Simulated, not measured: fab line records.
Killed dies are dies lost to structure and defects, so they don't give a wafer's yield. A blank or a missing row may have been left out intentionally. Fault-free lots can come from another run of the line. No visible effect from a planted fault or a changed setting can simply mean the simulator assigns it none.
Split-lot study :: flow rit-cmos :: 5 lots, 23 wafers read, on a route of 202 steps

ON THE SPLIT
At RIT_SILICIDE_SPUTTER_01 (material Ti, target thk 30 nm, time 240 s), the setting time-s was moved away from the recipe's 240 s on 10 of the 23 wafers read, by -9.4% to +14.4%. All remaining wafers had this setting at the recipe value.

FROM THE SPLIT TO THE READING: what the file shows between them, 1 step
- RIT_SILICIDE_RS_MEAS_02: measures by four-point-probe

THE READING
SILICIDE_TI_THK, in nm, at RIT_SILICIDE_THK_MEAS_03 (measures by xrf). On this fab line, fault-free wafers typically give 30.1 nm with a standard deviation of 0.42 nm.

wafer: L075.1
tool, chamber at the split: pvd-sputter-04, -
time-s as run, s: 240
against the recipe: recipe
SILICIDE_TI_THK, nm: 30.4
against lot-mates on the recipe: -

wafer: L075.2
tool, chamber at the split: pvd-sputter-04, -
time-s as run, s: 240
against the recipe: recipe
SILICIDE_TI_THK, nm: 30.5
against lot-mates on the recipe: -

wafer: L075.4
tool, chamber at the split: pvd-sputter-04, -
time-s as run, s: 274.5
against the recipe: +14.4%
SILICIDE_TI_THK, nm: 34.9
against lot-mates on the recipe: +4.4

wafer: L075.5
tool, chamber at the split: pvd-sputter-04, -
time-s as run, s: 274.5
against the recipe: +14.4%
SILICIDE_TI_THK, nm: 34.8
against lot-mates on the recipe: +4.3

wafer: L075.6
tool, chamber at the split: pvd-sputter-04, -
time-s as run, s: 274.5
against the recipe: +14.4%
SILICIDE_TI_THK, nm: 34.9
against lot-mates on the recipe: +4.4

wafer: L078.1
tool, chamber at the split: pvd-sputter-02, -
time-s as run, s: 240
against the recipe: recipe
SILICIDE_TI_THK, nm: 29.5
against lot-mates on the recipe: -

wafer: L078.2
tool, chamber at the split: pvd-sputter-02, -
time-s as run, s: 240
against the recipe: recipe
SILICIDE_TI_THK, nm: 30.5
against lot-mates on the recipe: -

wafer: L078.3
tool, chamber at the split: pvd-sputter-02, -
time-s as run, s: 217.5
against the recipe: -9.4%
SILICIDE_TI_THK, nm: 27.1
against lot-mates on the recipe: -3.1

wafer: L078.5
tool, chamber at the split: pvd-sputter-02, -
time-s as run, s: 240
against the recipe: recipe
SILICIDE_TI_THK, nm: 30.6
against lot-mates on the recipe: -

wafer: L078.6
tool, chamber at the split: pvd-sputter-02, -
time-s as run, s: 217.5
against the recipe: -9.4%
SILICIDE_TI_THK, nm: 26.6
against lot-mates on the recipe: -3.6

wafer: L080.1
tool, chamber at the split: pvd-sputter-02, -
time-s as run, s: 228.6
against the recipe: -4.7%
SILICIDE_TI_THK, nm: 29.2
against lot-mates on the recipe: -0.8

wafer: L080.2
tool, chamber at the split: pvd-sputter-02, -
time-s as run, s: 228.6
against the recipe: -4.7%
SILICIDE_TI_THK, nm: 28.6
against lot-mates on the recipe: -1.3

wafer: L080.3
tool, chamber at the split: pvd-sputter-02, -
time-s as run, s: 228.6
against the recipe: -4.7%
SILICIDE_TI_THK, nm: 28.7
against lot-mates on the recipe: -1.2

wafer: L080.4
tool, chamber at the split: pvd-sputter-02, -
time-s as run, s: 240
against the recipe: recipe
SILICIDE_TI_THK, nm: 29.7
against lot-mates on the recipe: -

wafer: L080.5
tool, chamber at the split: pvd-sputter-02, -
time-s as run, s: 240
against the recipe: recipe
SILICIDE_TI_THK, nm: 30.2
against lot-mates on the recipe: -

wafer: L081.1
tool, chamber at the split: pvd-sputter-04, -
time-s as run, s: 249.3
against the recipe: +3.9%
SILICIDE_TI_THK, nm: 30.9
against lot-mates on the recipe: +1.2

wafer: L081.2
tool, chamber at the split: pvd-sputter-04, -
time-s as run, s: 240
against the recipe: recipe
SILICIDE_TI_THK, nm: 29.3
against lot-mates on the recipe: -

wafer: L081.3
tool, chamber at the split: pvd-sputter-04, -
time-s as run, s: 240
against the recipe: recipe
SILICIDE_TI_THK, nm: 30.3
against lot-mates on the recipe: -

wafer: L081.5
tool, chamber at the split: pvd-sputter-04, -
time-s as run, s: 249.3
against the recipe: +3.9%
SILICIDE_TI_THK, nm: 31.0
against lot-mates on the recipe: +1.3

wafer: L081.6
tool, chamber at the split: pvd-sputter-04, -
time-s as run, s: 240
against the recipe: recipe
SILICIDE_TI_THK, nm: 29.6
against lot-mates on the recipe: -

wafer: L082.1
tool, chamber at the split: pvd-sputter-02, -
time-s as run, s: 240
against the recipe: recipe
SILICIDE_TI_THK, nm: 30.2
against lot-mates on the recipe: -

wafer: L082.3
tool, chamber at the split: pvd-sputter-02, -
time-s as run, s: 240
against the recipe: recipe
SILICIDE_TI_THK, nm: 29.8
against lot-mates on the recipe: -

wafer: L082.6
tool, chamber at the split: pvd-sputter-02, -
time-s as run, s: 240
against the recipe: recipe
SILICIDE_TI_THK, nm: 29.5
against lot-mates on the recipe: -

FIT RESULTS
A straight line over all 23 wafers: SILICIDE_TI_THK changes by +0.327 nm for each +1% of time-s; r = +0.98; the points scatter about the line by 0.41 nm.
The same after taking each lot's own level away (the mean of its wafers on the recipe; 23 wafers): +0.312 nm for each +1%; r = +0.98; scatter 0.36 nm.
That fit puts the effect of the largest move of time-s on the reading at 4.5 nm.
Measured against the standard deviation above, the lots' own levels, which go from 29.73 to 30.45 nm, span 1.7 times it.
So the lot-to-lot level changes the slope little: the two slopes agree.
Check: +4.5 nm against its lot-mates is what the line predicts for one of the wafers moved furthest among these (+14.4%) when that wafer is left out of the fit. Against them it came out at +4.45 nm.

FURTHER SPLITS ON THESE WAFERS
These wafers also went through other splits before the reading. Each is held against what the fit with the lots' levels taken away leaves over:
other split on the same wafers: RIT_NSD_COAT_01 resist-thk-nm
wafers away from the commonest value: 5
r with SILICIDE_TI_THK (lot level and that fit taken away): +0.18

other split on the same wafers: RIT_NSD_IMPLANT_08 dose-cm2
wafers away from the commonest value: 9
r with SILICIDE_TI_THK (lot level and that fit taken away): +0.20

other split on the same wafers: RIT_PSD_COAT_01 resist-thk-nm
wafers away from the commonest value: 9
r with SILICIDE_TI_THK (lot level and that fit taken away): +0.02

other split on the same wafers: RIT_PSD_IMPLANT_08 energy-kev
wafers away from the commonest value: 10
r with SILICIDE_TI_THK (lot level and that fit taken away): -0.03

THE WHOLE CHAIN: every reading that the file lists as answering this split, in the file's order
step: RIT_SILICIDE_SPUTTER_01
what it does: material Ti, target thk 30 nm, time 240 s
reading: Ti_of_SILICIDE_SPUTTER_01.thk-nm (the simulator's own value, which no gauge read)
change (the file's fit): +0.309 nm for each +1% of the setting
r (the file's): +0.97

step: RIT_SILICIDE_RS_MEAS_02
what it does: measures by four-point-probe
reading: SILICIDE_TI_RS
change (the file's fit): -0.586 for each +1% of the setting
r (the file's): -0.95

step: RIT_SILICIDE_THK_MEAS_03
what it does: measures by xrf
reading: SILICIDE_TI_THK
change (the file's fit): +0.317 for each +1% of the setting
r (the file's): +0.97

THE FILE'S OWN FIT
SILICIDE_TI_THK changes by +0.317 nm for each +1% of time-s, r = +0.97.
